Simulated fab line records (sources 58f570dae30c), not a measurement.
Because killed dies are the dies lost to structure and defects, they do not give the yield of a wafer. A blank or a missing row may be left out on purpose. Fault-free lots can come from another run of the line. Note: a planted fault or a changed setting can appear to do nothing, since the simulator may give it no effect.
fab line records | flow berkeleyCmos170
[record] lots = 14 | wafers = 42 | lastDay = 12
route steps=331 shown M2@272
lots that met no fault: from a run of the same line without faults
startH: the number of hours between the record's first day and the start of the first shown wafer of the lot | waitH: hours elapsed since this lot's preceding step | " repeats the value in the row above | L1.1+2: one row covering several wafers at once | - no value, or no start given | * or withheld: withheld | < > ~ a bound
route shown NAME@n: names a module that has steps shown in the file, with the first one's number in the route | usual: mean and standard deviation over wafers with no fault | same: alike in all rows | chamber/n: place in a boat | sites: per-site readings | _std_site: standard deviation of those values | _edge_site: the outer-site mean with the inner-site mean subtracted | radiusMm: for every site, how far away it sits from the centre of the wafer | mask NAME#n: copy n | behind: the tool/chamber that last shaped the wafer | hold: cause of the lot's hold/its duration in hours/its outcome | device: whichever transistor did not switch (one of n, p or np) | end of line: tests of these same wafers at the route's end | a step given without rows: its recipe and nothing more | killed: the dies lost at the first sort to structure and to defects; this is not the yield of the wafer | map: a wafer's dies, x killed, . not, _ none there
set.NAME: the setting that was run; set.NAME@STEP: the one run at that earlier step | model.NAME: the simulator's own value behind a step, which no gauge read
a sample of lots followed through the steps of the route, with each step as a table and each wafer as a row
services: the hour from which a tool's chamber was out of use, counted from the record's first day as startH (under 0 if before that day), plus the number of hours and why
[[steps]]
[step UCB170_M2_SPUTTER_01]
[recipe] material = Al | targetThkNm = 900 | timeS = 120 | powerW = 6000 | chamberPressurePa = 0.5
[usual] throttleValvePct = 30.2/1.1
lot.wafer | tool          | chamber | startH | waitH | throttleValvePct
L996.1    | pvdSputter-04 | -       | 186.36 | 0.0   | 28.5
L996.4    | "             | -       | "      | "     | 32.2
L996.6    | "             | -       | "      | "     | 28.6
L995.2    | pvdSputter-03 | -       | 187.82 | 0.0   | 30.3
L995.4    | "             | -       | "      | "     | 29.8
L995.6    | "             | -       | "      | "     | 30.0
L997.2    | pvdSputter-03 | -       | 199.72 | 0.0   | 29.8
L997.4    | "             | -       | "      | "     | 30.1
L997.5    | "             | -       | "      | "     | 30.1
L999.3    | pvdSputter-03 | -       | 202.49 | 0.0   | 29.8
L999.5    | "             | -       | "      | "     | 29.3
L999.6    | "             | -       | "      | "     | 30.2
L100.1    | pvdSputter-03 | -       | 214.80 | 0.0   | 29.5
L100.4    | "             | -       | "      | "     | 29.8
L100.6    | "             | -       | "      | "     | 29.1
L101.1    | pvdSputter-04 | -       | 215.07 | 0.0   | 30.4
L101.3    | "             | -       | "      | "     | 28.2
L101.4    | "             | -       | "      | "     | 32.0
L104.1    | pvdSputter-03 | -       | 223.71 | 0.0   | 29.5
L104.4    | "             | -       | "      | "     | 30.5
L104.6    | "             | -       | "      | "     | 30.3
L102.1    | pvdSputter-01 | -       | 225.79 | 0.0   | 29.3
L102.2    | "             | -       | "      | "     | 31.7
L102.5    | "             | -       | "      | "     | 32.0
L106.3    | pvdSputter-04 | -       | 242.86 | 0.0   | 28.2
L106.4    | "             | -       | "      | "     | 28.9
L106.5    | "             | -       | "      | "     | 28.5
L110.1    | pvdSputter-04 | -       | 260.01 | 0.0   | 28.9
L110.2    | "             | -       | "      | "     | 32.1
L110.6    | "             | -       | "      | "     | 28.5
L109.2    | pvdSputter-01 | -       | 260.56 | 0.0   | 32.0
L109.3    | "             | -       | "      | "     | 31.3
L109.4    | "             | -       | "      | "     | 30.6
L116.1    | pvdSputter-01 | -       | 285.11 | 0.0   | 31.8
L116.4    | "             | -       | "      | "     | 31.4
L116.5    | "             | -       | "      | "     | 29.1
L115.2    | pvdSputter-03 | -       | 287.09 | 0.0   | 29.8
L115.4    | "             | -       | "      | "     | 29.4
L115.6    | "             | -       | "      | "     | 30.3
L117.2    | pvdSputter-01 | -       | 287.72 | 0.0   | 29.5
L117.5    | "             | -       | "      | "     | 31.9
L117.6    | "             | -       | "      | "     | 29.4
[step UCB170_M2_RS_MEAS_02]
[recipe] thkMeasGauge = four-point-probe | reads = Al_of_M2_SPUTTER_01
[usual] M2_AL_RS = 0.0322/0.00045
lot.wafer | tool         | chamber | startH | waitH | M2_AL_RS[ohm/sq]
L996.1    | filmMetro-04 | -       | 186.45 | 0.0   | 0.0323
L996.4    | "            | -       | "      | "     | 0.0323
L996.6    | "            | -       | "      | "     | 0.0324
L995.2    | filmMetro-04 | -       | 187.93 | 0.1   | 0.0311
L995.4    | "            | -       | "      | "     | 0.0318
L995.6    | "            | -       | "      | "     | 0.0328
L997.2    | filmMetro-04 | -       | 199.82 | 0.1   | 0.0322
L997.4    | "            | -       | "      | "     | 0.0334
L997.5    | "            | -       | "      | "     | 0.0320
L999.3    | filmMetro-03 | -       | 202.61 | 0.1   | 0.0319
L999.5    | "            | -       | "      | "     | 0.0319
L999.6    | "            | -       | "      | "     | 0.0316
L100.1    | filmMetro-01 | -       | 214.88 | 0.0   | 0.0318
L100.4    | "            | -       | "      | "     | 0.0319
L100.6    | "            | -       | "      | "     | 0.0318
L101.1    | filmMetro-04 | -       | 215.16 | 0.0   | 0.0323
L101.3    | "            | -       | "      | "     | 0.0323
L101.4    | "            | -       | "      | "     | 0.0324
L104.1    | filmMetro-04 | -       | 223.80 | 0.0   | 0.0324
L104.4    | "            | -       | "      | "     | 0.0316
L104.6    | "            | -       | "      | "     | 0.0318
L102.1    | filmMetro-03 | -       | 225.87 | 0.0   | 0.0319
L102.2    | "            | -       | "      | "     | 0.0323
L102.5    | "            | -       | "      | "     | 0.0325
L106.3    | filmMetro-01 | -       | 242.98 | 0.1   | 0.0615
L106.4    | "            | -       | "      | "     | 0.0609
L106.5    | "            | -       | "      | "     | 0.0608
L110.1    | filmMetro-04 | -       | 260.09 | 0.0   | 0.0602
L110.2    | "            | -       | "      | "     | 0.0607
L110.6    | "            | -       | "      | "     | 0.0609
L109.2    | filmMetro-03 | -       | 260.66 | 0.1   | 0.0329
L109.3    | "            | -       | "      | "     | 0.0323
L109.4    | "            | -       | "      | "     | 0.0322
L116.1    | filmMetro-04 | -       | 285.20 | 0.0   | 0.0320
L116.4    | "            | -       | "      | "     | 0.0319
L116.5    | "            | -       | "      | "     | 0.0319
L115.2    | filmMetro-03 | -       | 287.19 | 0.1   | 0.0327
L115.4    | "            | -       | "      | "     | 0.0327
L115.6    | "            | -       | "      | "     | 0.0334
L117.2    | filmMetro-03 | -       | 287.82 | 0.1   | 0.0315
L117.5    | "            | -       | "      | "     | 0.0323
L117.6    | "            | -       | "      | "     | 0.0318
[step UCB170_M2_THK_MEAS_03]
[recipe] thkMeasGauge = xrf | reads = Al_of_M2_SPUTTER_01
[usual] M2_AL_THK = 904/14
lot.wafer | tool         | chamber | startH | waitH | M2_AL_THK[nm]
L996.1    | filmMetro-04 | -       | 186.57 | 0.1   | 902
L996.4    | "            | -       | "      | "     | 892
L996.6    | "            | -       | "      | "     | 892
L995.2    | filmMetro-04 | -       | 188.04 | 0.1   | 928
L995.4    | "            | -       | "      | "     | 913
L995.6    | "            | -       | "      | "     | 881
L997.2    | filmMetro-04 | -       | 199.93 | 0.1   | 896
L997.4    | "            | -       | "      | "     | 868
L997.5    | "            | -       | "      | "     | 901
L999.3    | filmMetro-03 | -       | 202.71 | 0.1   | 914
L999.5    | "            | -       | "      | "     | 911
L999.6    | "            | -       | "      | "     | 923
L100.1    | filmMetro-01 | -       | 215.00 | 0.1   | 915
L100.4    | "            | -       | "      | "     | 912
L100.6    | "            | -       | "      | "     | 919
L101.1    | filmMetro-04 | -       | 215.28 | 0.1   | 899
L101.3    | "            | -       | "      | "     | 888
L101.4    | "            | -       | "      | "     | 889
L104.1    | filmMetro-04 | -       | 223.92 | 0.1   | 900
L104.4    | "            | -       | "      | "     | 915
L104.6    | "            | -       | "      | "     | 907
L102.1    | filmMetro-03 | -       | 225.99 | 0.1   | 916
L102.2    | "            | -       | "      | "     | 904
L102.5    | "            | -       | "      | "     | 905
L106.3    | filmMetro-01 | -       | 243.08 | 0.1   | 473
L106.4    | "            | -       | "      | "     | 479
L106.5    | "            | -       | "      | "     | 482
L110.1    | filmMetro-04 | -       | 260.21 | 0.1   | 491
L110.2    | "            | -       | "      | "     | 485
L110.6    | "            | -       | "      | "     | 481
L109.2    | filmMetro-03 | -       | 260.77 | 0.1   | 888
L109.3    | "            | -       | "      | "     | 907
L109.4    | "            | -       | "      | "     | 910
L116.1    | filmMetro-04 | -       | 285.32 | 0.1   | 904
L116.4    | "            | -       | "      | "     | 911
L116.5    | "            | -       | "      | "     | 912
L115.2    | filmMetro-03 | -       | 287.30 | 0.1   | 893
L115.4    | "            | -       | "      | "     | 897
L115.6    | "            | -       | "      | "     | 877
L117.2    | filmMetro-03 | -       | 287.93 | 0.1   | 924
L117.5    | "            | -       | "      | "     | 907
L117.6    | "            | -       | "      | "     | 919
[step UCB170_M2_METAL_ETCH_18]
[recipe] chemistry = Cl2/BCl3 | target = Al | stopOn = SiO2 | pressureMtorr = 12 | targetDepthA = 11700 | overEtchFrac = 0.3 | timeS = 195 | icpW = 600 | biasW = 120 | Cl2_flow_sccm = 90 | bcl3FlowSccm = 45
[usual] drypumpMotorCurrentA = 5.89/0.07 | oesProductAu = 0.857/0.011 | throttleValvePct = 24.46/0.21
[same] overEtchFrac = 0.3
lot.wafer | tool        | chamber | startH | waitH | drypumpMotorCurrentA | oesProductAu | rfHoursCounterH | throttleValvePct
L996.1    | rieMetal-04 | 1       | 189.46 | -     | 5.89                 | 0.838        | 5               | 24.16
L996.4    | "           | 1       | "      | "     | 5.88                 | 0.845        | -               | 24.15
L996.6    | "           | 1       | "      | "     | 5.89                 | 0.848        | -               | 24.17
L995.2    | rieMetal-03 | 0       | 190.26 | -     | 6.01                 | 0.862        | 9               | 24.64
L995.4    | "           | 1       | "      | "     | 5.84                 | 0.869        | -               | 24.68
L995.6    | "           | 1       | "      | "     | 5.82                 | 0.848        | -               | 24.68
L997.2    | rieMetal-03 | 1       | 202.31 | -     | 5.83                 | 0.867        | 10              | 24.68
L997.4    | "           | 1       | "      | "     | 5.84                 | 0.841        | -               | 24.68
L997.5    | "           | 0       | "      | "     | 5.97                 | 0.853        | -               | 24.64
L999.3    | rieMetal-04 | 0       | 204.73 | -     | 5.90                 | 0.863        | -               | 24.33
L999.5    | "           | 0       | "      | "     | 5.89                 | 0.866        | -               | 24.32
L999.6    | "           | 1       | "      | "     | 5.90                 | 0.857        | -               | 24.16
L100.1    | rieMetal-03 | 0       | 217.16 | -     | 6.00                 | 0.857        | 10              | 24.64
L100.4    | "           | 1       | "      | "     | 5.84                 | 0.872        | -               | 24.67
L100.6    | "           | 1       | "      | "     | 5.85                 | 0.874        | -               | 24.66
L101.1    | rieMetal-04 | 0       | 217.43 | -     | 5.85                 | 0.857        | 3               | 24.32
L101.3    | "           | 0       | "      | "     | 5.86                 | 0.856        | -               | 24.35
L101.4    | "           | 1       | "      | "     | 5.86                 | 0.849        | -               | 24.16
L104.1    | rieMetal-03 | 1       | 226.85 | -     | 5.81                 | 0.868        | 11              | 24.69
L104.4    | "           | 0       | "      | "     | 6.01                 | 0.861        | -               | 24.64
L104.6    | "           | 1       | "      | "     | 5.81                 | 0.866        | -               | 24.68
L102.1    | rieMetal-02 | 1       | 228.72 | -     | 5.94                 | 0.860        | 6               | 24.68
L102.2    | "           | 0       | "      | "     | 5.81                 | 0.860        | 0               | 24.31
L102.5    | "           | 1       | "      | "     | 5.96                 | 0.855        | -               | 24.65
L106.3    | rieMetal-04 | 1       | 245.26 | -     | 5.88                 | 0.626        | -               | 24.28
L106.4    | "           | 0       | "      | "     | 5.90                 | 0.641        | -               | 24.43
L106.5    | "           | 1       | "      | "     | 5.90                 | 0.629        | -               | 24.27
L110.1    | rieMetal-04 | 0       | 262.56 | -     | 5.87                 | 0.646        | 4               | 24.44
L110.2    | "           | 1       | "      | "     | 5.84                 | 0.631        | 7               | 24.26
L110.6    | "           | 0       | "      | "     | 5.87                 | 0.643        | -               | 24.44
L109.2    | rieMetal-03 | 1       | 262.84 | -     | 5.78                 | 0.851        | 12              | 24.67
L109.3    | "           | 1       | "      | "     | 5.81                 | 0.860        | -               | 24.68
L109.4    | "           | 0       | "      | "     | 5.96                 | 0.851        | -               | 24.64
L116.1    | rieMetal-02 | 1       | 287.63 | -     | 5.95                 | 0.868        | 7               | 24.63
L116.4    | "           | 1       | "      | "     | 5.96                 | 0.860        | -               | 24.65
L116.5    | "           | 1       | "      | "     | 5.94                 | 0.865        | -               | 24.62
L115.2    | rieMetal-03 | 1       | 289.45 | -     | 5.85                 | 0.854        | 13              | 24.69
L115.4    | "           | 1       | "      | "     | 5.83                 | 0.859        | -               | 24.68
L115.6    | "           | 0       | "      | "     | 5.99                 | 0.832        | -               | 24.65
L117.2    | rieMetal-02 | 0       | 290.06 | -     | 5.80                 | 0.869        | 2               | 24.32
L117.5    | "           | 0       | "      | "     | 5.79                 | 0.863        | -               | 24.31
L117.6    | "           | 1       | "      | "     | 5.92                 | 0.857        | -               | 24.66
[[services]]
tool          | chamber | startH | hours | kind
rieMetal-04   | -       | 166.35 | 1.4   | repair
rieMetal-04   | 0       | 167.78 | 24.1  | repair
rieMetal-02   | 0       | 183.97 | -     | clean
rieMetal-02   | 0       | 183.97 | 20.8  | scheduledDown
rieMetal-02   | 0       | 183.97 | 20.8  | ventCycle
pvdSputter-03 | -       | 195.01 | 0.5   | repair
rieMetal-02   | -       | 197.80 | 0.4   | repair
pvdSputter-04 | -       | 203.23 | 3.3   | repair
rieMetal-03   | -       | 233.01 | 2.8   | pm
rieMetal-03   | -       | 283.24 | 0.2   | repair
pvdSputter-01 | -       | 285.38 | 1.0   | repair
[[key]]
[firstSign] step = UCB170_M2_RS_MEAS_02 | reading = M2_AL_RS | direction = up | sigmas = 63 | usual = 0.0322 | struck = 0.0608
[effect] step = UCB170_M2_THK_MEAS_03 | reading = M2_AL_THK | direction = down | sigmas = 31 | usual = 904 | struck = 482
[effect] step = UCB170_M2_METAL_ETCH_18 | reading = oesProductAu | direction = down | sigmas = 21 | usual = 0.857 | struck = 0.636
metAt UCB170_M2_SPUTTER_01
struckLots L106,L110
onsetBetween 215.07 242.86
[fault] kind = processParameterDrift | tool = pvdSputter-04 | chamber = - | onsetH = 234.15 | steps = UCB170_M2_SPUTTER_01 | channel = targetThkNm | offset = -421.85 | shape = step | endH = 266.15 | actsIn = theseRecipesOnly | stated = 900
